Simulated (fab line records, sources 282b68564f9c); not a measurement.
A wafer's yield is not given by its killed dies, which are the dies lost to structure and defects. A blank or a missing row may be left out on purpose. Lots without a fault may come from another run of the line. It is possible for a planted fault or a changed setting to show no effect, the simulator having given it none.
8D (eight disciplines) problem report, filled in by code :: flow rit_cmos :: the parts of the form that need people (team, actions taken, sign-off) are left out

## 1. WHAT WENT WRONG
Mean GATE_OVL at RIT_GATE_OVL_MEAS_17: 128.8 nm over 9 wafers in 3 lots; fault-free wafers: -0.9 nm, standard deviation 1.4. Relative to the usual mean, that is a shift of +93 standard deviations.
First seen on wafer L392.2, day 3 23:17, on overlay-01. The record holds 42 wafers of 14 lots with a number at this step. Rule for "out" (also "out of limits"): further than 4 standard deviations from the usual mean. The other wafers with a number count as sound.

## 2. WHAT IT IS, AND WHAT IT ISN'T
question: which readings at this step
is: GATE_OVL
is not: -

question: which lots
is: L392, L393, L396
is not: L386, L387, L388, L389, L390, L391, L398, L400, L402, L403, L404

question: which wafers of those lots
is: all that have a number
is not: -

question: read on which gauges
is: overlay-01, overlay-02
is not: -

question: when
is: from day 3 23:17
is not: up to then (18 sound wafers); but 15 sound wafers of L398, L400, L402, L403, L404 came after

## 3. WHAT RULES OUT EACH SUSPECT
Counting: any tool at a process step up to the reading is kept as a suspect provided that every lot that is out went through it and no sound lot did after the first of them.
- the gauge at RIT_GATE_OVL_MEAS_17 is ruled out. Those wafers that are out were read across 2 gauges (overlay-01, overlay-02).
- iline_stepper-01 at RIT_GATE_EXPOSE_13 (exposes mask M6, target cd 150 nm): kept. It ran every lot that is out, first L392 (day 3 22:47), and no sound lot after that; its last sound lot up to then is L391 (day 3 16:11).
Remaining after the count: iline_stepper-01 at RIT_GATE_EXPOSE_13.

## 4. THE CAUSE (what the simulator had put in)
Scanner matching overlay: iline_stepper-01, from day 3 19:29 on, at RIT_GATE_EXPOSE_13. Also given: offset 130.
Counting left only this tool.

## 5. SEQUENCE OF EFFECTS, ordered by route
Rows list readings where the struck wafers' mean (over those with a number) sits beyond 3 standard deviations from the usual. Only readings whose record carries a usual standard deviation are examined. hours: median over the lots of the time between each lot's start at the first step of this table that gives one and its start at this step. sigmas: the change, counted in usual standard deviations.
hours: 0
step: RIT_GATE_OVL_MEAS_17
reading: GATE_OVL
usual: -0.9 nm
on struck wafers: 128.8
change: +129.7
sigmas: +93
Later steps that measure or inspect, where all struck wafers having a row at the step show a number for every such reading and not one has moved that far: RIT_SILICIDE_THK_MEAS_03, RIT_CONTACT_CD_MEAS_08.

## 6. WHAT WOULD HAVE CAUGHT IT SOONER
In this record the first reading out of limits at a measuring or inspecting step was taken at day 3 23:17, 4 hours after the fault began at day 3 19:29.
Lots out: 3; of these, L393, L396 started RIT_GATE_EXPOSE_13 on iline_stepper-01 after day 3 23:17. A hold on the tool at that time would have spared those 2.
